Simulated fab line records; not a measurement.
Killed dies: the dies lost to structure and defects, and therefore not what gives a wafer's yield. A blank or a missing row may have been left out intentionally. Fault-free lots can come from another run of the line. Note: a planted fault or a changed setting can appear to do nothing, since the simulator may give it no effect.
Comparing a struck lot with a sound one || flow rit cmos || 41 out of 202 route steps
Sound: wafers L188.4, L188.5, L188.6. Wafers L193.1, L193.4, L193.6 were the ones struck. The cause is named last.
Per side, at each step with rows, come the tool, then ch with its chambers, and then its first start. Under that, the readings that differ: sound wafers || struck wafers || difference of the means || sigmas: that difference in standard deviations of wafers without a fault.
alike: same words and numbers on both sides, and readings whose means sit less than 2 such deviations apart. not compared: any withheld reading, any reading some wafer has no value for, any bound like >300 that may hide the same value, and any number with overlapping values for which the record gives no deviation.
The two part at a step that has a row with sigmas, a row that says differs or no value, or rows on one side only. Non-overlapping numbers with no deviation appear without sigmas and do not part them. A reading that every wafer of one side lacks parts them only if that side has two wafers or more.

RIT_ACTIVE_ETCH_13: etches Si3N4 in SF6, stops on SiO2, time 210 s, target depth 210 nm.
  sound on rie diel-04 ch 0,1,3, day 3 04:38; struck on rie diel-03 ch 2,3, day 4 04:20
  alike: SF6_flow_sccm, chamber pressure mTorr, drypump motor current A, oes product au, rf fwd power W, throttle valve pct
  not compared: rf hours counter h
RIT_ACTIVE_STRIP_14: strips in O2, time 180 s.
  sound on plasma asher-04 ch 0,1, day 3 04:45; struck on plasma asher-01 ch 0,1, day 4 04:28
  alike: drypump motor current A
  not compared: rf hours counter h
RIT_ACTIVE_CD_MEAS_90: target cd 1400 nm.
  sound: cd sem-01 at day 3 04:56; struck: cd sem-02 at day 4 04:39
  alike: cd nm
then, 4 steps without rows for these wafers: RIT_ACTIVE_CLEAN_15 (cleans in SC1, time 600 s); RIT_ACTIVE_CLEAN_16 (cleans in dHF, time 30 s); RIT_ACTIVE_CLEAN_17 (cleans in SC2, time 600 s); RIT_FOX1_OXIDATION_00 (target thk 350.7 nm, ox time 1130 s).
RIT_FOX1_THK_MEAS_01:
  sound: film metro-01 at day 3 10:27; struck: film metro-02 at day 4 07:16
  alike: FOX1_OXIDE_THK
then, 2 steps without rows for these wafers: RIT_FOX1_WET_ETCH_02 (etches SiO2 in BOE, target depth 350 nm, time 390 s); RIT_FOX2_OXIDATION_00 (target thk 350.7 nm, ox time 1130 s).
RIT_FOX2_THK_MEAS_01:
  sound: film metro-02 at day 3 13:29; struck: film metro-01 at day 4 09:02
  alike: FOX2_OXIDE_THK
then, 1 step without rows for these wafers: RIT_FOX2_CLEAN_02 (cleans in dHF, time 180 s).
RIT_FOX2_WET_ETCH_03: etches Si3N4 in H3PO4, target depth 195 nm, time 2700 s.
  sound on wet bench-03 ch 3, day 3 13:35; struck on wet bench-04 ch 1, day 4 09:08
  no value came back on the struck wafers for bath guard temp C (C), bath heat duty pct (%); on the sound wafers bath guard temp C (C) reads 164.7 164.5 164.6
{"reading": "model.Si3N4_of_ACTIVE_CVD_03.thk nm (nm)", "sound": "0 0 0", "struck": "132.8 133.4 133.4", "difference": "+133.2", "sigmas": ""}
{"reading": "model.SiO2_of_FOX2_OXIDATION_00.thk nm (nm)", "sound": "341.8 341.3 338.8", "struck": "350.1 348.6 347.9", "difference": "+8.2", "sigmas": ""}
{"reading": "model.SiO2_of_ACTIVE_OXIDATION_01.thk nm (nm)", "sound": "41.87 40.67 42.1", "struck": "47.93 47.57 46.8", "difference": "+5.89", "sigmas": ""}
then, 6 steps without rows for these wafers: RIT_NWELL_HMDS_00 (prime time 60 s); RIT_NWELL_COAT_01 (resist thk 1300 nm); RIT_NWELL_SOFTBAKE_02 (time 60 s); RIT_NWELL_EXPOSE_03 (exposes mask M2, target cd 43900 nm); RIT_NWELL_PEB_04; RIT_NWELL_DEVELOP_05 (develop time 68 s).
RIT_NWELL_OVL_MEAS_06:
  sound: overlay-01 at day 3 15:18; struck: overlay-02 at day 4 10:50
  alike: NWELL_OVL
then, 2 steps without rows for these wafers: RIT_NWELL_HARDBAKE_07 (time 120 s); RIT_NWELL_IMPLANT_08.
RIT_NWELL_STRIP_09: strips in O2, time 180 s.
  sound on plasma asher-03 ch 0,1, day 3 15:47; struck on plasma asher-04 ch 0, day 4 11:17
{"reading": "drypump motor current A (A)", "sound": "5.65 5.76 5.64", "struck": "6.16 6.20 6.16", "difference": "+0.49", "sigmas": "+2"}
  not compared: rf hours counter h
RIT_NWELL_TW_MEAS_10:
  sound: film metro-03 at day 3 15:55; struck: film metro-01 at day 4 11:27
{"reading": "NWELL_TW", "sound": "2126 2135 2124", "struck": "2170 2147 2158", "difference": "+30", "sigmas": "+2"}
then, 6 steps without rows for these wafers: RIT_PWELL_HMDS_00 (prime time 60 s); RIT_PWELL_COAT_01 (resist thk 1300 nm); RIT_PWELL_SOFTBAKE_02 (time 60 s); RIT_PWELL_EXPOSE_03 (exposes mask M3, target cd 43700 nm); RIT_PWELL_PEB_04; RIT_PWELL_DEVELOP_05 (develop time 68 s).
RIT_PWELL_OVL_MEAS_06:
  sound: overlay-01 at day 3 16:51; struck: overlay-02 at day 4 12:23
  alike: PWELL_OVL
then, 2 steps without rows for these wafers: RIT_PWELL_HARDBAKE_07 (time 120 s); RIT_PWELL_IMPLANT_08.
RIT_PWELL_STRIP_09: strips in O2, time 180 s.
  sound on plasma asher-02 ch 0,1, day 3 17:20; struck on plasma asher-01 ch 0,1, day 4 12:50
  alike: drypump motor current A
  not compared: rf hours counter h
RIT_PWELL_TW_MEAS_10:
  sound: film metro-03 at day 3 17:28; struck: film metro-03 at day 4 13:00
  alike: PWELL_TW
then, 4 steps without rows for these wafers: RIT_WELLDRIVE_ANNEAL_00 (time 14700 s); RIT_NRETRO_HMDS_00 (prime time 60 s); RIT_NRETRO_COAT_01 (resist thk 1300 nm); RIT_NRETRO_SOFTBAKE_02 (time 60 s).
RIT_GATE_CLEAN_04: cleans in dHF, time 60 s.
  sound on wet bench-04 ch 2, day 4 03:41; struck on wet bench-03 ch 0, day 4 22:23
{"reading": "model.SiO2_of_FOX2_OXIDATION_00.thk nm (nm)", "sound": "273.9 273.1 270.6", "struck": "282.4 280.9 280.2", "difference": "+8.6", "sigmas": ""}
RIT_M1_PROBE_99:
  only the struck wafers here have rows in the record (prober-01, day 6 02:48); the sound ones have none

== WHERE THEY PART ==
First at RIT_FOX2_WET_ETCH_03; last, within this record, at RIT_M1_PROBE_99.

WHY: what had been put in by the simulator
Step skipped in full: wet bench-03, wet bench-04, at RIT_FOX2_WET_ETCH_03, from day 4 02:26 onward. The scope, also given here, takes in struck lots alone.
